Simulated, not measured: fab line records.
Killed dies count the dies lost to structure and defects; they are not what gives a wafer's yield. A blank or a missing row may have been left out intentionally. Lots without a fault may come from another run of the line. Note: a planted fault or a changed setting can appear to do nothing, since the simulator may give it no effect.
Lot-split experiment ; flow rit-cmos ; 5 lots, 23 wafers read, on a route of 202 steps

SPLIT DETAILS
At RIT_NRETRO_IMPLANT_08, the setting dose-cm2 was moved away from the recipe's 1e+13 on 10 of the 23 wafers read, by -7.4% to +4.5%. All remaining wafers had this setting at the recipe value.

THE PATH FROM SPLIT TO READING: the file shows 1 step between them
- RIT_NRETRO_STRIP_09: strips in O2, time 180 s

THE READING
NRETRO_TW, at RIT_NRETRO_TW_MEAS_10. Fault-free wafers of this fab line usually give 1054, standard deviation 3.3.

wafer;tool, chamber at the split;dose-cm2 as run;against the recipe;NRETRO_TW;against lot-mates on the recipe
L078.1;implanter-03, 0;9.256e+12;-7.4%;1021;-32
L078.2;implanter-03, 0;1e+13;recipe;1054;-
L078.3;implanter-03, 0;1e+13;recipe;1051;-
L078.5;implanter-03, 0;1e+13;recipe;1055;-
L078.6;implanter-03, 0;9.256e+12;-7.4%;1036;-17
L080.2;implanter-03, 0;1e+13;recipe;1056;-
L080.3;implanter-03, 0;1.045e+13;+4.5%;1067;+12
L080.4;implanter-03, 0;1.045e+13;+4.5%;1064;+8
L080.5;implanter-03, 0;1.045e+13;+4.5%;1067;+12
L080.6;implanter-03, 0;1e+13;recipe;1055;-
L079.1;implanter-01, 0;1.03e+13;+3.0%;1065;+14
L079.3;implanter-01, 0;1.03e+13;+3.0%;1059;+8
L079.4;implanter-01, 0;1.03e+13;+3.0%;1061;+10
L079.5;implanter-01, 0;1e+13;recipe;1051;-
L079.6;implanter-01, 0;1e+13;recipe;1051;-
L083.1;implanter-04, 0;1e+13;recipe;1054;-
L083.3;implanter-04, 0;9.314e+12;-6.9%;1027;-27
L083.4;implanter-04, 0;1e+13;recipe;1054;-
L083.5;implanter-04, 0;9.314e+12;-6.9%;1029;-25
L083.6;implanter-04, 0;1e+13;recipe;1053;-
L085.1;implanter-03, 0;1e+13;recipe;1051;-
L085.3;implanter-03, 0;1e+13;recipe;1049;-
L085.5;implanter-03, 0;1e+13;recipe;1051;-

THE FIT
A straight line over all 23 wafers: NRETRO_TW changes by +3.27 for each +1% of dose-cm2; r = +0.97; the points scatter about the line by 3.1.
The same after taking each lot's own level away (the mean of its wafers on the recipe; 23 wafers): +3.26 for each +1%; r = +0.97; scatter 3.2.
The reading moves by 24 for the largest change in dose-cm2, on that fit.
Across the lots, their own levels run from 1050.3 to 1055.5, a range of 1.6 times the standard deviation given above.
The two slopes agree, so the slope changes little with the lot-to-lot level.
Check: -23 against its lot-mates is what the line predicts for one of the wafers moved furthest among these (-7.4%) when that wafer is left out of the fit. It came out at -32.3 against them.

OTHER SPLITS APPLIED TO THESE WAFERS
Other splits were also applied to these wafers ahead of the reading. Each is held against what the fit with the lots' levels taken away leaves over:
other split on the same wafers;wafers away from the commonest value;r with NRETRO_TW (lot level and that fit taken away)
RIT_ACTIVE_COAT_06 resist-thk-nm;7;+0.20

FILE'S OWN FIT
NRETRO_TW changes by +3.36 for each +1% of dose-cm2, r = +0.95.
